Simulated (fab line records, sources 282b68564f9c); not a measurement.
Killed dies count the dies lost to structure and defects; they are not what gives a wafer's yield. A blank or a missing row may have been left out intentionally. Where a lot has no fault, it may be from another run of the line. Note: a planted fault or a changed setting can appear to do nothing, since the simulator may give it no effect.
fab line records -- flow ritCmos
record: lots: 5, wafers: 23
route steps=202 shown NSD@139 PSD@149 SDANNEAL@156 PLDD@159 CONTACT@168 M1@184
startH: hours from the record's first day to the start of the lot's first wafer shown -- waitH: time in hours since the lot's previous step -- " as in the row above -- L1.1+2: a single row standing in for several wafers -- - no value, or no start given -- * or withheld: withheld -- < > ~ a bound
route shown NAME@n: NAME is a module with steps in the file, n the number in the route of the first one -- usual: mean/standard deviation taken from wafers without a fault -- same: alike in all rows -- chamber/n: place in a boat -- sites: each site's reading -- _std_site: how widely they spread, as a standard deviation -- _edge_site: outer sites' mean less inner sites' -- radiusMm: how far each site lies from the wafer's centre -- mask NAME#n: copy n -- behind: tool/chamber where the wafer was last shaped -- hold: what put the lot on hold/how long, in hours/how the hold closed -- device: which transistor (n, p or np) failed to switch -- end of line: at the end of the route, the tests of the same wafers -- a step given without rows: its recipe and nothing more -- killed: not the wafer's yield, but the dies lost to structure and defects at the first sort -- map: the dies of a wafer, with x for killed, . for not killed, _ for no die there
set.NAME: setting as actually run; set.NAME@STEP: the setting as run at that earlier step -- model.NAME: the simulator's own value behind a step, which no gauge read
lots with deliberately changed settings; one table per step, one row per wafer
== steps ==
step: RIT_NSD_IMPLANT_08
recipe: species: P, energyKev: 25, doseCm2: 1e+15, tiltDeg: 7
lot.wafer,tool,chamber,startH,waitH,set.doseCm2
L074.1+2+5,implanter-03,0,50.76,0.1,1e+15
L074.3+4,implanter-03,0,50.76,0.1,9.73e+14
L079.2+3+4+5+6,implanter-03,0,72.19,0.1,1e+15
L080.1+2+3+4+5,implanter-03,0,78.09,0.1,1e+15
L081.1+3+6,implanter-02,0,81.89,0.1,1e+15
L081.2+5,implanter-02,0,81.89,0.1,1.034e+15
L082.3+4+6,implanter-03,0,87.92,0.1,1e+15
step: RIT_PSD_HARDBAKE_07
recipe: resist: NOVOLAK, tempC: 140, timeS: 60
lot.wafer,tool,chamber,startH,waitH,set.tempC
L074.1+2+3+4+5,lithoTrack-03,0,52.16,0.0,140
L079.2+3+5,lithoTrack-01,0,73.58,0.0,140
L079.4+6,lithoTrack-01,0,73.58,0.0,143.5
L080.1+2,lithoTrack-03,0,79.49,0.0,142.7
L080.3+4+5,lithoTrack-03,0,79.49,0.0,140
L081.1+2,lithoTrack-03,0,83.16,0.0,140
L081.3+5+6,lithoTrack-03,0,83.16,0.0,137.6
L082.3+4+6,lithoTrack-03,0,89.32,0.1,140
step: RIT_PSD_IMPLANT_08
recipe: species: BF2, energyKev: 26.54, doseCm2: 5e+15, tiltDeg: 7
step: RIT_PSD_STRIP_09
recipe: chemistry: O2, timeS: 180, resist: NOVOLAK, platenTempC: withheld, powerW: 500, pressureMtorr: 4000, o2FlowSccm: 4000
step: RIT_SDANNEAL_RTA_03
recipe: tempC: 1050, timeS: 5, idleTempC: 600, rampUpCPerS: 342, rampDownCPerS: 171, coolToC: 600, ambient: N2
step: RIT_SDANNEAL_RS_MEAS_05
recipe: thkMeasGauge: four-point-probe
usual: NSD_RS: 84.4/0.4
lot.wafer,tool,chamber,startH,waitH,set.doseCm2@NSD_IMPLANT_08,NSD_RS[ohm/sq]
L074.1,filmMetro-04,-,53.26,0.1,1e+15,84.6
L074.2,filmMetro-04,-,53.26,0.1,1e+15,85.0
L074.3,filmMetro-04,-,53.26,0.1,9.73e+14,86.5
L074.4,filmMetro-04,-,53.26,0.1,9.73e+14,86.7
L074.5,filmMetro-04,-,53.26,0.1,1e+15,84.6
L079.2,filmMetro-03,-,74.67,0.1,1e+15,84.2
L079.3,filmMetro-03,-,74.67,0.1,1e+15,84.8
L079.4,filmMetro-03,-,74.67,0.1,1e+15,84.3
L079.5,filmMetro-03,-,74.67,0.1,1e+15,84.1
L079.6,filmMetro-03,-,74.67,0.1,1e+15,84.1
L080.1,filmMetro-03,-,80.59,0.1,1e+15,84.3
L080.2,filmMetro-03,-,80.59,0.1,1e+15,84.0
L080.3,filmMetro-03,-,80.59,0.1,1e+15,84.4
L080.4,filmMetro-03,-,80.59,0.1,1e+15,84.4
L080.5,filmMetro-03,-,80.59,0.1,1e+15,84.5
L081.1,filmMetro-02,-,84.27,0.1,1e+15,84.9
L081.2,filmMetro-02,-,84.27,0.1,1.034e+15,82.9
L081.3,filmMetro-02,-,84.27,0.1,1e+15,85.1
L081.5,filmMetro-02,-,84.27,0.1,1.034e+15,83.1
L081.6,filmMetro-02,-,84.27,0.1,1e+15,84.9
L082.3,filmMetro-03,-,90.41,0.1,1e+15,83.9
L082.4,filmMetro-03,-,90.41,0.1,1e+15,83.8
L082.6,filmMetro-03,-,90.41,0.1,1e+15,83.9
step: RIT_SDANNEAL_RS_MEAS_06
recipe: thkMeasGauge: four-point-probe
usual: PLDD_RS: 178.3/0.43
lot.wafer,tool,chamber,startH,waitH,set.energyKev@PLDD_IMPLANT_08,PLDD_RS[ohm/sq]
L074.1,filmMetro-04,-,53.38,0.1,20,178.5
L074.2,filmMetro-04,-,53.38,0.1,20,178.0
L074.3,filmMetro-04,-,53.38,0.1,20,178.6
L074.4,filmMetro-04,-,53.38,0.1,20,178.6
L074.5,filmMetro-04,-,53.38,0.1,20,178.1
L079.2,filmMetro-03,-,74.79,0.1,19.43,179.9
L079.3,filmMetro-03,-,74.79,0.1,20,177.9
L079.4,filmMetro-03,-,74.79,0.1,19.43,179.6
L079.5,filmMetro-03,-,74.79,0.1,20,177.6
L079.6,filmMetro-03,-,74.79,0.1,19.43,179.1
L080.1,filmMetro-03,-,80.71,0.1,20,178.5
L080.2,filmMetro-03,-,80.71,0.1,20,178.2
L080.3,filmMetro-03,-,80.71,0.1,20,177.5
L080.4,filmMetro-03,-,80.71,0.1,20,178.8
L080.5,filmMetro-03,-,80.71,0.1,20,178.3
L081.1,filmMetro-02,-,84.39,0.1,20,179.4
L081.2,filmMetro-02,-,84.39,0.1,21.19,174.7
L081.3,filmMetro-02,-,84.39,0.1,21.19,174.7
L081.5,filmMetro-02,-,84.39,0.1,21.19,174.8
L081.6,filmMetro-02,-,84.39,0.1,20,178.7
L082.3,filmMetro-03,-,90.53,0.1,20,178.2
L082.4,filmMetro-03,-,90.53,0.1,20,178.8
L082.6,filmMetro-03,-,90.53,0.1,20,178.7
step: RIT_CONTACT_CVD_00
recipe: material: SiO2, targetThkNm: 400, precursor: TEOS, tempC: 390, timeS: 61, rfW: 400
lot.wafer,tool,chamber,startH,waitH,set.timeS,model.SiO2_of_CONTACT_CVD_00.thkNm
L074.1+2,pecvd-04,"1,0",54.13,0.1,61,-
L074.3,pecvd-04,2,54.13,0.1,61,389.8
L074.4,pecvd-04,1,54.13,0.1,66.59,441.5
L074.5,pecvd-04,2,54.13,0.1,66.59,430.6
L079.2,pecvd-03,2,75.53,0.0,61,400.4
L079.3,pecvd-03,1,75.53,0.0,57.16,380
L079.4,pecvd-03,0,75.53,0.0,61,396.7
L079.5,pecvd-03,2,75.53,0.0,57.16,385.8
L079.6,pecvd-03,1,75.53,0.0,57.16,385.4
L080.1,pecvd-04,2,81.47,0.1,61,-
L080.2,pecvd-04,0,81.47,0.1,69.67,447.8
L080.3,pecvd-04,1,81.47,0.1,61,398.6
L080.4,pecvd-04,2,81.47,0.1,69.67,-
L080.5,pecvd-04,0,81.47,0.1,61,398.3
L081.1+5,pecvd-01,0,85.15,0.1,61,-
L081.2,pecvd-01,2,85.15,0.1,52.96,341.7
L081.3,pecvd-01,1,85.15,0.1,52.96,343.7
L081.6,pecvd-01,1,85.15,0.1,61,402
L082.3,pecvd-03,2,91.24,0.0,61,397.2
L082.4,pecvd-03,1,91.24,0.0,61,409.5
L082.6,pecvd-03,0,91.24,0.0,61,399.1
step: RIT_CONTACT_THK_MEAS_01
recipe: reads: SiO2_of_CONTACT_CVD_00
usual: CONTACT_TEOS_THK: 398/7.2
lot.wafer,tool,chamber,startH,waitH,set.timeS@CONTACT_CVD_00,CONTACT_TEOS_THK[nm]
L074.1,filmMetro-03,-,54.19,0.0,61,398
L074.2,filmMetro-03,-,54.19,0.0,61,396
L074.3,filmMetro-03,-,54.19,0.0,61,390
L074.4,filmMetro-03,-,54.19,0.0,66.59,442
L074.5,filmMetro-03,-,54.19,0.0,66.59,430
L079.2,filmMetro-02,-,75.59,0.0,61,401
L079.3,filmMetro-02,-,75.59,0.0,57.16,380
L079.4,filmMetro-02,-,75.59,0.0,61,397
L079.5,filmMetro-02,-,75.59,0.0,57.16,386
L079.6,filmMetro-02,-,75.59,0.0,57.16,385
L080.1,filmMetro-01,-,81.52,0.0,61,393
L080.2,filmMetro-01,-,81.52,0.0,69.67,448
L080.3,filmMetro-01,-,81.52,0.0,61,399
L080.4,filmMetro-01,-,81.52,0.0,69.67,452
L080.5,filmMetro-01,-,81.52,0.0,61,398
L081.1,filmMetro-02,-,85.20,0.0,61,388
L081.2,filmMetro-02,-,85.20,0.0,52.96,342
L081.3,filmMetro-02,-,85.20,0.0,52.96,344
L081.5,filmMetro-02,-,85.20,0.0,61,395
L081.6,filmMetro-02,-,85.20,0.0,61,402
L082.3,filmMetro-03,-,91.31,0.0,61,397
L082.4,filmMetro-03,-,91.31,0.0,61,409
L082.6,filmMetro-03,-,91.31,0.0,61,399
step: RIT_CONTACT_EXPOSE_05
recipe: maskId: M11, na: 0.6, sourceShape: conventional, sigmaOuter: 0.5, targetCdNm: 1000, doseMj: 250
lot.wafer,tool,chamber,startH,waitH,mask,set.doseMj
L074.1+4+5,ilineStepper-02,0,54.70,0.1,M11#0,260.3
L074.2+3,ilineStepper-02,0,54.70,0.1,M11#0,250
L079.2+4+5,ilineStepper-02,0,76.11,0.1,M11#0,250
L079.3+6,ilineStepper-02,0,76.11,0.1,M11#0,261.2
L080.1+5,ilineStepper-02,0,82.03,0.1,M11#0,264
L080.2+3+4,ilineStepper-02,0,82.03,0.1,M11#0,250
L081.1+2+3,ilineStepper-01,0,85.84,0.2,M11#0,235.8
L081.5+6,ilineStepper-01,0,85.84,0.2,M11#0,250
L082.3+4+6,ilineStepper-02,0,92.15,0.2,M11#0,250
step: RIT_CONTACT_PEB_06
recipe: resist: NOVOLAK, tempC: withheld, timeS: withheld
step: RIT_CONTACT_DEVELOP_07
recipe: resist: NOVOLAK, developTimeS: 120, devTempC: 23
step: RIT_CONTACT_CD_MEAS_08
recipe: targetCdNm: 1000
usual: cdNm: 999.3/2
lot.wafer,tool,chamber,startH,waitH,set.doseMj@CONTACT_EXPOSE_05,cdNm
L074.1,cdSem-02,-,55.25,-,260.3,1012.8
L074.2,cdSem-02,-,55.25,-,250,1001.4
L074.3,cdSem-02,-,55.25,-,250,999.8
L074.4,cdSem-02,-,55.25,-,260.3,1011.3
L074.5,cdSem-02,-,55.25,-,260.3,1013.2
L079.2,cdSem-02,-,76.63,-,250,997.2
L079.3,cdSem-02,-,76.63,-,261.2,1010.7
L079.4,cdSem-02,-,76.63,-,250,997.8
L079.5,cdSem-02,-,76.63,-,250,998.2
L079.6,cdSem-02,-,76.63,-,261.2,1008.5
L080.1,cdSem-02,-,82.55,-,264,1013.8
L080.2,cdSem-02,-,82.55,-,250,998.9
L080.3,cdSem-02,-,82.55,-,250,998.3
L080.4,cdSem-02,-,82.55,-,250,999.4
L080.5,cdSem-02,-,82.55,-,264,1014.6
L081.1,cdSem-02,-,86.36,-,235.8,986.2
L081.2,cdSem-02,-,86.36,-,235.8,986.2
L081.3,cdSem-02,-,86.36,-,235.8,985.2
L081.5,cdSem-02,-,86.36,-,250,999.3
L081.6,cdSem-02,-,86.36,-,250,1001.5
L082.3,cdSem-02,-,92.66,-,250,998.5
L082.4,cdSem-02,-,92.66,-,250,998.9
L082.6,cdSem-02,-,92.66,-,250,999.2
step: RIT_CONTACT_ETCH_11
recipe: targetDepthA: 4800, overEtchFrac: 0.2, stopOn: TiSi2, chemistry: CHF3/CF4/Ar, target: SiO2, CHF3_flow_sccm: 50, cf4FlowSccm: 10, Ar_flow_sccm: 100, O2_flow_sccm: 5, pressureMtorr: 100, rfW: 200, timeS: 320
lot.wafer,tool,chamber,startH,waitH,set.rfW,set.timeS@CONTACT_CVD_00,set.doseMj@CONTACT_EXPOSE_05,model.etch.depthNm,model.CONTACT.cdNm,model.CONTACT.featureDepthNm
L074.1,rieDiel-02,1,55.61,0.1,200,61,260.3,-,1012,397.7
L074.2,rieDiel-02,0,55.61,0.1,200,61,250,-,1002,396.3
L074.3,rieDiel-02,3,55.61,0.1,200,61,250,389.8,999.8,389.8
L074.4,rieDiel-02,2,55.61,0.1,200,66.59,260.3,441.5,1010,441.5
L074.5,rieDiel-02,3,55.61,0.1,200,66.59,260.3,430.6,1013,430.6
L079.2,rieDiel-03,0,76.91,0.1,220.4,61,250,400.4,997.8,400.4
L079.3,rieDiel-03,3,76.91,0.1,200,57.16,261.2,380,1011,380
L079.4,rieDiel-03,2,76.91,0.1,200,61,250,396.7,997.3,396.7
L079.5,rieDiel-03,3,76.91,0.1,200,57.16,250,385.8,998.7,385.8
L079.6,rieDiel-03,0,76.91,0.1,220.4,57.16,261.2,385.4,1009,385.4
L080.1,rieDiel-03,2,82.85,0.1,200,61,264,-,1014,392.5
L080.2,rieDiel-03,0,82.85,0.1,200,69.67,250,447.8,998.8,447.8
L080.3,rieDiel-03,1,82.85,0.1,200,61,250,398.6,998.1,398.6
L080.4,rieDiel-03,3,82.85,0.1,200,69.67,250,-,1000,452.2
L080.5,rieDiel-03,0,82.85,0.1,200,61,264,398.3,1015,398.3
L081.1,rieDiel-03,1,86.66,0.1,200,61,235.8,-,985.9,388
L081.2,rieDiel-03,3,86.66,0.1,200,52.96,235.8,341.7,987.1,341.7
L081.3,rieDiel-03,2,86.66,0.1,200,52.96,235.8,343.7,984.9,343.7
L081.5,rieDiel-03,3,86.66,0.1,200,61,250,-,999.7,395
L081.6,rieDiel-03,2,86.66,0.1,200,61,250,402,1001,402
L082.3,rieDiel-03,1,92.93,0.1,200,61,250,397.2,998.1,397.2
L082.4,rieDiel-03,2,92.93,0.1,200,61,250,409.5,998.6,409.5
L082.6,rieDiel-03,1,92.93,0.1,200,61,250,399.1,998.5,399.1
step: RIT_CONTACT_STRIP_12
recipe: chemistry: O2, timeS: 180, resist: NOVOLAK, platenTempC: withheld, powerW: 500, pressureMtorr: 4000, o2FlowSccm: 4000
step: RIT_CONTACT_CD_MEAS_90
recipe: targetCdNm: 1000
usual: cdNm: 999.2/2.1
lot.wafer,tool,chamber,startH,waitH,set.doseMj@CONTACT_EXPOSE_05,cdNm
L074.1,cdSem-01,-,55.98,0.1,260.3,1012.4
L074.2,cdSem-01,-,55.98,0.1,250,1001.9
L074.3,cdSem-01,-,55.98,0.1,250,1000.1
L074.4,cdSem-01,-,55.98,0.1,260.3,1010.4
L074.5,cdSem-01,-,55.98,0.1,260.3,1013.2
L079.2,cdSem-01,-,77.30,0.1,250,998.1
L079.3,cdSem-01,-,77.30,0.1,261.2,1011.4
L079.4,cdSem-01,-,77.30,0.1,250,997.0
L079.5,cdSem-01,-,77.30,0.1,250,998.7
L079.6,cdSem-01,-,77.30,0.1,261.2,1009.0
L080.1,cdSem-01,-,83.22,0.1,264,1013.6
L080.2,cdSem-01,-,83.22,0.1,250,998.8
L080.3,cdSem-01,-,83.22,0.1,250,998.0
L080.4,cdSem-01,-,83.22,0.1,250,1000.1
L080.5,cdSem-01,-,83.22,0.1,264,1014.6
L081.1,cdSem-02,-,87.03,0.1,235.8,986.0
L081.2,cdSem-02,-,87.03,0.1,235.8,986.9
L081.3,cdSem-02,-,87.03,0.1,235.8,984.6
L081.5,cdSem-02,-,87.03,0.1,250,999.7
L081.6,cdSem-02,-,87.03,0.1,250,1001.7
L082.3,cdSem-01,-,93.34,0.1,250,998.0
L082.4,cdSem-01,-,93.34,0.1,250,998.7
L082.6,cdSem-01,-,93.34,0.1,250,998.8
step: RIT_M1_SPUTTER_00
recipe: material: Al, targetThkNm: 400, powerW: 2000, chamberPressurePa: 0.4, gas: Ar, timeS: 500, substrateTempC: 25
lot.wafer,tool,chamber,startH,waitH,set.timeS,model.Al_of_M1_SPUTTER_00.thkNm
L074.1,pvdSputter-04,-,56.45,0.0,431.1,342
L074.2,pvdSputter-04,-,56.45,0.0,431.1,349.1
L074.3,pvdSputter-04,-,56.45,0.0,500,398.9
L074.4+5,pvdSputter-04,-,56.45,0.0,500,398.6
L079.2,pvdSputter-01,-,77.77,0.0,500,408.8
L079.3,pvdSputter-01,-,77.77,0.0,500,391.1
L079.4,pvdSputter-01,-,77.77,0.0,500,398.7
L079.5,pvdSputter-01,-,77.77,0.0,500,398.1
L079.6,pvdSputter-01,-,77.77,0.0,500,395.8
L080.1,pvdSputter-02,-,83.71,0.0,527,428.1
L080.2,pvdSputter-02,-,83.71,0.0,500,408.6
L080.3,pvdSputter-02,-,83.71,0.0,500,404.2
L080.4,pvdSputter-02,-,83.71,0.0,527,417.7
L080.5,pvdSputter-02,-,83.71,0.0,500,396.4
L081.1,pvdSputter-01,-,87.53,0.0,567.8,455.1
L081.2,pvdSputter-01,-,87.53,0.0,500,397.5
L081.3,pvdSputter-01,-,87.53,0.0,500,392.5
L081.5,pvdSputter-01,-,87.53,0.0,567.8,447.7
L081.6,pvdSputter-01,-,87.53,0.0,500,399.4
L082.3,pvdSputter-02,-,93.77,0.0,500,407.4
L082.4,pvdSputter-02,-,93.77,0.0,500,410.9
L082.6,pvdSputter-02,-,93.77,0.0,500,413.3
step: RIT_M1_RS_MEAS_01
recipe: thkMeasGauge: four-point-probe, reads: Al_of_M1_SPUTTER_00
usual: M1_AL_RS: 0.0730/0.0011
lot.wafer,tool,chamber,startH,waitH,set.timeS@M1_SPUTTER_00,M1_AL_RS[ohm/sq]
L074.1,filmMetro-04,-,56.75,0.1,431.1,0.0865
L074.2,filmMetro-04,-,56.75,0.1,431.1,0.0844
L074.3,filmMetro-04,-,56.75,0.1,500,0.0735
L074.4,filmMetro-04,-,56.75,0.1,500,0.0736
L074.5,filmMetro-04,-,56.75,0.1,500,0.0737
L079.2,filmMetro-02,-,78.08,0.2,500,0.0718
L079.3,filmMetro-02,-,78.08,0.2,500,0.0752
L079.4,filmMetro-02,-,78.08,0.2,500,0.0735
L079.5,filmMetro-02,-,78.08,0.2,500,0.0737
L079.6,filmMetro-02,-,78.08,0.2,500,0.0742
L080.1,filmMetro-03,-,84.00,0.1,527,0.0683
L080.2,filmMetro-03,-,84.00,0.1,500,0.0717
L080.3,filmMetro-03,-,84.00,0.1,500,0.0726
L080.4,filmMetro-03,-,84.00,0.1,527,0.0702
L080.5,filmMetro-03,-,84.00,0.1,500,0.0739
L081.1,filmMetro-02,-,87.83,0.1,567.8,0.0644
L081.2,filmMetro-02,-,87.83,0.1,500,0.0738
L081.3,filmMetro-02,-,87.83,0.1,500,0.0748
L081.5,filmMetro-02,-,87.83,0.1,567.8,0.0654
L081.6,filmMetro-02,-,87.83,0.1,500,0.0735
L082.3,filmMetro-04,-,94.10,0.2,500,0.0721
L082.4,filmMetro-04,-,94.10,0.2,500,0.0715
L082.6,filmMetro-04,-,94.10,0.2,500,0.0710
step: RIT_M1_THK_MEAS_02
recipe: thkMeasGauge: xrf, reads: Al_of_M1_SPUTTER_00
usual: M1_AL_THK: 400/5.3
lot.wafer,tool,chamber,startH,waitH,set.timeS@M1_SPUTTER_00,M1_AL_THK[nm]
L074.1,filmMetro-04,-,56.87,0.1,431.1,341
L074.2,filmMetro-04,-,56.87,0.1,431.1,347
L074.3,filmMetro-04,-,56.87,0.1,500,400
L074.4,filmMetro-04,-,56.87,0.1,500,398
L074.5,filmMetro-04,-,56.87,0.1,500,397
L079.2,filmMetro-02,-,78.19,0.1,500,408
L079.3,filmMetro-02,-,78.19,0.1,500,388
L079.4,filmMetro-02,-,78.19,0.1,500,400
L079.5,filmMetro-02,-,78.19,0.1,500,396
L079.6,filmMetro-02,-,78.19,0.1,500,394
L080.1,filmMetro-03,-,84.12,0.1,527,426
L080.2,filmMetro-03,-,84.12,0.1,500,406
L080.3,filmMetro-03,-,84.12,0.1,500,400
L080.4,filmMetro-03,-,84.12,0.1,527,414
L080.5,filmMetro-03,-,84.12,0.1,500,392
L081.1,filmMetro-02,-,87.95,0.1,567.8,453
L081.2,filmMetro-02,-,87.95,0.1,500,398
L081.3,filmMetro-02,-,87.95,0.1,500,392
L081.5,filmMetro-02,-,87.95,0.1,567.8,448
L081.6,filmMetro-02,-,87.95,0.1,500,398
L082.3,filmMetro-04,-,94.20,0.1,500,406
L082.4,filmMetro-04,-,94.20,0.1,500,407
L082.6,filmMetro-04,-,94.20,0.1,500,407
step: RIT_M1_DEVELOP_08
recipe: resist: NOVOLAK, developTimeS: 68, devTempC: 23
lot.wafer,tool,chamber,startH,waitH,set.developTimeS
L074.1+2+3+4+5,lithoTrack-04,0,-,-,68
L079.2+3+4,lithoTrack-02,0,-,-,65.39
L079.5+6,lithoTrack-02,0,-,-,68
L080.1+4+5,lithoTrack-01,0,-,-,64.32
L080.2+3,lithoTrack-01,0,-,-,68
L081.1+2+3+5+6,lithoTrack-01,0,-,-,68
L082.3+4+6,lithoTrack-04,0,-,-,68
step: RIT_M1_CD_MEAS_09
recipe: targetCdNm: 2600
usual: cdNm: 2600.0/1.6
lot.wafer,tool,chamber,startH,waitH,set.developTimeS@M1_DEVELOP_08,cdNm
L074.1,cdSem-01,-,57.81,-,68,2597.8
L074.2,cdSem-01,-,57.81,-,68,2599.6
L074.3,cdSem-01,-,57.81,-,68,2597.7
L074.4,cdSem-01,-,57.81,-,68,2597.9
L074.5,cdSem-01,-,57.81,-,68,2598.3
L079.2,cdSem-02,-,79.27,-,65.39,2606.5
L079.3,cdSem-02,-,79.27,-,65.39,2605.2
L079.4,cdSem-02,-,79.27,-,65.39,2605.6
L079.5,cdSem-02,-,79.27,-,68,2600.9
L079.6,cdSem-02,-,79.27,-,68,2602.0
L080.1,cdSem-01,-,85.06,-,64.32,2604.6
L080.2,cdSem-01,-,85.06,-,68,2600.3
L080.3,cdSem-01,-,85.06,-,68,2598.0
L080.4,cdSem-01,-,85.06,-,64.32,2603.2
L080.5,cdSem-01,-,85.06,-,64.32,2604.8
L081.1,cdSem-02,-,89.01,-,68,2600.7
L081.2,cdSem-02,-,89.01,-,68,2599.4
L081.3,cdSem-02,-,89.01,-,68,2599.9
L081.5,cdSem-02,-,89.01,-,68,2600.1
L081.6,cdSem-02,-,89.01,-,68,2599.4
L082.3,cdSem-01,-,95.16,-,68,2600.0
L082.4,cdSem-01,-,95.16,-,68,2599.9
L082.6,cdSem-01,-,95.16,-,68,2597.1
step: RIT_M1_HARDBAKE_11
recipe: resist: NOVOLAK, tempC: 140, timeS: 120
step: RIT_M1_METAL_ETCH_12
recipe: stopOn: SiO2, chemistry: Cl2/BCl3, target: Al, timeS: 165, overEtchFrac: 0.4654, pressureMtorr: 100, targetDepthA: 6000, rfW: 250, Cl2_flow_sccm: 60, bcl3FlowSccm: 50
usual: oesProductAu: 0.796/0.011
lot.wafer,tool,chamber,startH,waitH,set.timeS@M1_SPUTTER_00,oesProductAu
L074.1,rieMetal-02,0,58.21,0.2,431.1,0.719
L074.2,rieMetal-02,1,58.21,0.2,431.1,0.738
L074.3,rieMetal-02,0,58.21,0.2,500,0.786
L074.4,rieMetal-02,1,58.21,0.2,500,0.789
L074.5,rieMetal-02,1,58.21,0.2,500,0.794
L079.2,rieMetal-03,1,79.66,0.2,500,0.800
L079.3,rieMetal-03,0,79.66,0.2,500,0.779
L079.4,rieMetal-03,1,79.66,0.2,500,0.796
L079.5,rieMetal-03,0,79.66,0.2,500,0.788
L079.6,rieMetal-03,1,79.66,0.2,500,0.787
L080.1,rieMetal-02,0,85.47,0.2,527,0.813
L080.2,rieMetal-02,1,85.47,0.2,500,0.807
L080.3,rieMetal-02,1,85.47,0.2,500,0.805
L080.4,rieMetal-02,0,85.47,0.2,527,0.802
L080.5,rieMetal-02,0,85.47,0.2,500,0.783
L081.1,rieMetal-04,1,89.42,0.2,567.8,0.881
L081.2,rieMetal-04,0,89.42,0.2,500,0.793
L081.3,rieMetal-04,1,89.42,0.2,500,0.805
L081.5,rieMetal-04,1,89.42,0.2,567.8,0.864
L081.6,rieMetal-04,0,89.42,0.2,500,0.794
L082.3,rieMetal-03,0,95.58,0.2,500,0.803
L082.4,rieMetal-03,1,95.58,0.2,500,0.796
L082.6,rieMetal-03,0,95.58,0.2,500,0.813
== key ==
split: step: RIT_NSD_IMPLANT_08, setting: doseCm2, stated: 1e+15, by: wafer
response: step: RIT_SDANNEAL_RS_MEAS_05, reading: NSD_RS, change: -0.618, per: 1%, r: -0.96
split: step: RIT_PSD_HARDBAKE_07, setting: tempC, stated: 140, by: wafer
response none clear
split: step: RIT_CONTACT_CVD_00, setting: timeS, stated: 61, by: wafer
response: step: RIT_CONTACT_CVD_00, reading: model.SiO2_of_CONTACT_CVD_00.thkNm, change: +3.91, per: 1%, r: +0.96
response: step: RIT_CONTACT_THK_MEAS_01, reading: CONTACT_TEOS_THK, change: +3.85, per: 1%, r: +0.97
response: step: RIT_CONTACT_ETCH_11, reading: model.etch.depthNm, change: +3.91, per: 1%, r: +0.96
response: step: RIT_CONTACT_ETCH_11, reading: model.CONTACT.featureDepthNm, change: +3.85, per: 1%, r: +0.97
split: step: RIT_CONTACT_EXPOSE_05, setting: doseMj, stated: 250, by: wafer
response: step: RIT_CONTACT_CD_MEAS_08, reading: cdNm, change: +2.69, per: 1%, r: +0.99
response: step: RIT_CONTACT_ETCH_11, reading: model.CONTACT.cdNm, change: +2.67, per: 1%, r: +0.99
response: step: RIT_CONTACT_CD_MEAS_90, reading: cdNm, change: +2.67, per: 1%, r: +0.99
split: step: RIT_CONTACT_ETCH_11, setting: rfW, stated: 200, by: wafer
response none clear
split: step: RIT_M1_SPUTTER_00, setting: timeS, stated: 500, by: wafer
response: step: RIT_M1_SPUTTER_00, reading: model.Al_of_M1_SPUTTER_00.thkNm, change: +3.93, per: 1%, r: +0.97
response: step: RIT_M1_RS_MEAS_01, reading: M1_AL_RS, change: -0.00076, per: 1%, r: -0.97
response: step: RIT_M1_THK_MEAS_02, reading: M1_AL_THK, change: +3.96, per: 1%, r: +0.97
response: step: RIT_M1_METAL_ETCH_12, reading: oesProductAu, change: +0.00476, per: 1%, r: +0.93
split: step: RIT_M1_DEVELOP_08, setting: developTimeS, stated: 68, by: wafer
response: step: RIT_M1_CD_MEAS_09, reading: cdNm, change: -1, per: 1%, r: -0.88
split outsideThisFile step=RIT_PLDD_IMPLANT_08 setting=energyKev
split outsideThisFile: this setting was split too, and the file shows its column; the key of that split is in another file
